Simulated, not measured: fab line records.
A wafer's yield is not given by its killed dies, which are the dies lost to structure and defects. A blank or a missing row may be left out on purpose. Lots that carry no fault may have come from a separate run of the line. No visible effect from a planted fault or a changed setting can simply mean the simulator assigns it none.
fab line records ; flow rit_cmos
record lots=14; wafers=42; last_day=8
route steps=202 shown PWELL@48 M1@202
lots that met no fault: from a run of the same line without faults
start_h: hours from the record's opening day to when the first of the lot's shown wafers began ; wait_h: hours from the lot's prior step to this one ; " as in the row above ; L1.1+2: one row covering several wafers at once ; - no value present, or no start provided ; * or withheld: withheld ; < > ~ a bound
route shown NAME@n: names a module that has steps shown in the file, with the first one's number in the route ; usual: mean and standard deviation over wafers with no fault ; same: alike in all rows ; chamber/n: place in a boat ; sites: per-site readings ; _std_site: standard deviation across them ; _edge_site: the outer-site mean with the inner-site mean subtracted ; radius_mm: for every site, how far away it sits from the centre of the wafer ; mask NAME#n: copy n ; behind: tool/chamber where the wafer was last shaped ; hold: why the lot went on hold/how many hours it stayed there/how the hold came to an end ; device: the transistor (n, p or np) that didn't switch ; end of line: tests of these same wafers at the route's end ; a step without rows: its recipe alone ; killed: at the first sort, the dies lost to defects and structure; wafer yield is something else ; map: shows each die of a wafer: x if killed, . if not, _ if none is there
set.NAME: the setting the step ran with; set.NAME@STEP: the setting that earlier step ran with ; model.NAME: the simulator's own value behind a step, which no gauge read
the route's steps for a sample of lots (tables are steps, rows are wafers)
services: a tool's chamber out of use, with start hour (start_h, from the record's first day; less than 0 if before it), hours out, and reason
## steps
# step RIT_PWELL_STRIP_09
# recipe chemistry=O2; time_s=180; resist=NOVOLAK; platen_temp_c=withheld; power_w=500; pressure_mtorr=4000; o2_flow_sccm=4000
# usual drypump_motor_current_A=6.0/0.65; o2_flow_sccm=3999/13
lot.wafer;tool;chamber;start_h;wait_h;drypump_motor_current_A;o2_flow_sccm;rf_hours_counter_h
L554.3;plasma_asher-01;0;30.36;0.1;6.7;3977;-
L554.5;plasma_asher-01;0;30.36;0.1;6.8;4004;-
L554.6;plasma_asher-01;1;30.36;0.1;5.7;4005;-
L555.1;plasma_asher-03;1;34.51;0.1;5.4;4001;37
L555.3;plasma_asher-03;0;34.51;0.1;5.9;3970;-
L555.6;plasma_asher-03;1;34.51;0.1;5.5;4021;-
L556.1;plasma_asher-01;1;38.77;0.1;5.8;4008;24
L556.2;plasma_asher-01;0;38.77;0.1;6.7;3992;24
L556.5;plasma_asher-01;0;38.77;0.1;6.8;4000;-
L558.2;plasma_asher-01;0;45.50;0.1;6.8;4003;24
L558.5;plasma_asher-01;1;45.50;0.1;5.7;4013;-
L558.6;plasma_asher-01;0;45.50;0.1;6.8;3976;-
L561.1;plasma_asher-01;0;61.08;0.1;6.7;4009;27
L561.3;plasma_asher-01;1;61.08;0.1;5.8;3969;-
L561.5;plasma_asher-01;0;61.08;0.1;6.8;3995;-
L563.3;plasma_asher-04;0;70.23;0.1;6.6;3987;-
L563.5;plasma_asher-04;1;70.23;0.1;5.0;3993;-
L563.6;plasma_asher-04;0;70.23;0.1;6.6;3994;-
L568.3;plasma_asher-01;1;102.52;0.1;5.8;4015;-
L568.4;plasma_asher-01;0;102.52;0.1;6.8;4003;-
L568.6;plasma_asher-01;0;102.52;0.1;6.8;4010;-
L569.1;plasma_asher-01;0;109.47;0.1;6.8;3988;31
L569.3;plasma_asher-01;1;109.47;0.1;5.8;4028;-
L569.5;plasma_asher-01;1;109.47;0.1;5.8;4008;-
L570.1;plasma_asher-04;1;114.12;0.1;5.0;4005;45
L570.3;plasma_asher-04;1;114.12;0.1;5.0;4010;-
L570.6;plasma_asher-04;0;114.12;0.1;6.6;4000;-
L571.2;plasma_asher-03;1;123.47;0.1;5.5;3999;0
L571.3;plasma_asher-03;1;123.47;0.1;5.5;4011;-
L571.5;plasma_asher-03;0;123.47;0.1;5.9;3992;-
L573.2;plasma_asher-04;0;132.86;0.1;6.6;3987;47
L573.4;plasma_asher-04;1;132.86;0.1;5.0;3991;-
L573.5;plasma_asher-04;0;132.86;0.1;6.6;3987;-
L574.1;plasma_asher-03;1;134.13;0.1;5.5;3987;2
L574.5;plasma_asher-03;1;134.13;0.1;5.5;4015;-
L574.6;plasma_asher-03;0;134.13;0.1;5.9;3995;-
L575.2;plasma_asher-04;0;139.79;0.1;6.5;4002;48
L575.3;plasma_asher-04;0;139.79;0.1;6.6;4003;-
L575.4;plasma_asher-04;1;139.79;0.1;5.0;4008;-
L577.3;plasma_asher-03;1;140.48;0.1;5.4;4010;-
L577.4;plasma_asher-03;0;140.48;0.1;5.9;3998;-
L577.6;plasma_asher-03;0;140.48;0.1;5.9;4009;-
# step RIT_M1_PROBE_99
# usual killed_at_contacts=0.1/0.28; killed_at_front_end=7.1/2.8; killed_dies=7.1/2.9; killed_on_rim=1.9/1.5; killed_open=3.4/2; killed_short=3.6/2.1
# same gross_dies=264; killed_at_M0_to_M3=0; killed_at_M4_up=0; killed_at_back_side=0; killed_at_other=0
lot.wafer;tool;chamber;start_h;wait_h;killed_at_contacts;killed_at_front_end;killed_dies;killed_on_rim;killed_open;killed_short
L568.3;prober-02;-;152.87;0.2;0;36;36;11;1;5
L568.4;prober-02;-;152.92;0.2;0;46;46;2;5;5
L568.6;prober-02;-;153.02;0.2;0;41;41;5;6;1
L569.1;prober-01;-;156.50;0.1;0;37;37;4;0;5
L569.3;prober-01;-;156.60;0.2;1;36;37;8;4;4
L569.5;prober-01;-;156.70;0.2;0;37;37;12;4;2
# killed by level:class
L568.3 PWELL:unspecified=30 GATE:geometric_particle:short=2 ACTIVE:geometric_particle:short=1 REOX:geometric_particle:open=1 REOX:geometric_particle:short=1 SILICIDE:geometric_particle:short=1
L568.4 PWELL:unspecified=35 REOX:geometric_particle:open=4 GATE:geometric_particle:short=2 REOX:geometric_particle:short=2 FOX2:geometric_particle:short=1 GATE:geometric_particle:open=1 PRETRO:coat_microbubble_printed=1
L568.6 PWELL:unspecified=33 GATE:geometric_particle:open=2 SILICIDE:geometric_particle:open=2 FOX1:geometric_particle:open=1 REOX:geometric_particle:open=1 SPACER:geometric_particle:short=1 PRETRO:coat_microbubble_printed=1
L569.1 PWELL:unspecified=32 SPACER:geometric_particle:short=2 FOX2:geometric_particle:short=1 GATE:geometric_particle:short=1 SILICIDE:geometric_particle:short=1
L569.3 PWELL:unspecified=29 GATE:geometric_particle:open=2 SPACER:geometric_particle:short=2 FOX1:geometric_particle:short=1 REOX:geometric_particle:open=1 SILICIDE:geometric_particle:open=1 CONTACT:geometric_particle:short=1
L569.5 PWELL:unspecified=31 GATE:geometric_particle:open=3 FOX1:geometric_particle:short=1 GATE:geometric_particle:short=1 SPACER:geometric_particle:open=1
## services
tool;chamber;start_h;hours;kind
plasma_asher-04;-;26.60;9.4;pm
plasma_asher-03;-;67.92;1.6;repair
plasma_asher-03;-;108.75;9.0;pm
plasma_asher-03;0;108.75;9.0;vent_cycle
plasma_asher-03;1;108.75;9.0;vent_cycle
plasma_asher-03;0;117.75;-;clean
plasma_asher-03;1;117.75;-;clean
plasma_asher-04;-;125.04;1.7;repair
plasma_asher-01;-;132.82;4.3;pm
## key
first_sign step=RIT_M1_PROBE_99; reading=killed_at_front_end; direction=up; sigmas=11; usual=7.1; struck=38.8
effect step=RIT_M1_PROBE_99; reading=killed_dies; direction=up; sigmas=11; usual=7.1; struck=39
met_at RIT_PWELL_STRIP_09
struck_lots L568,L569
tester_left_out L568,L569
onset_between 61.08 102.52
fault kind=chamber_particle_source; tool=plasma_asher-01; chamber=-; onset_h=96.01; steps=RIT_PWELL_STRIP_09; rate_per_visit_cm2=1.0896; end_h=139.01
# tester_left_out: of these lots the tester's yield and bins aren't shown, on N5 and GAA mostly nor the transistor test; their killed dies are dies lost to structure and defects alone, not to doping, threshold or leakage, so they don't give the yield
